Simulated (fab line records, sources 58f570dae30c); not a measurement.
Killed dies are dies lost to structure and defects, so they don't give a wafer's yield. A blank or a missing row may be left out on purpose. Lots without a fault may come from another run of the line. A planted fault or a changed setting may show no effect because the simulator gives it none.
Chamber matching | flow berkeley_cmos170 | UCB170_ZERO_ETCH_06 on rie_diel-01: 4 sister chambers
The step etches SiO2 in CHF3/CF4/Ar, time 12 s. 4 wafers are shown with their chamber, then 7 later ones without.

WAFERS WITH THEIR CHAMBER
wafer  | chamber | throttle_valve_pct (%)
L187.4 | 0       | 8.95
L199.1 | 1       | 9.35
L200.1 | 2       | 9.11
L200.2 | 3       | 9.04

WAFERS WITHOUT THEIR CHAMBER
wafer  | throttle_valve_pct (%)
L200.5 | 9.33
L201.3 | 8.95
L201.4 | 9.11
L201.5 | 9.34
L204.2 | 9.05
L204.4 | 9.10
L204.6 | 9.11

WHICH CHAMBER EACH WENT THROUGH
wafer  | from the rows above | in truth
L200.5 | 1                   | 1
L201.3 | 0                   | 0
L201.4 | 2                   | 2
L201.5 | 1                   | 1
L204.2 | 3                   | 3
L204.4 | 2                   | 2
L204.6 | 2                   | 2
Placed correctly: 7 of 7. Can't be placed from these rows: 0. Placed wrongly: 0.
How it was worked out, from the rows above alone: a wafer's distance from a chamber is the root of the sum, over the readings, of the square of ((its reading less the chamber's mean) divided by the reading's scatter). The wafer belongs to the nearest chamber; if the next one is less than 2 further off, it can't be placed. A chamber's mean is the mean of its shown wafers. The scatter: with one shown wafer a chamber, the root of the mean of the squares of how far each hidden wafer lies from its nearest shown one.
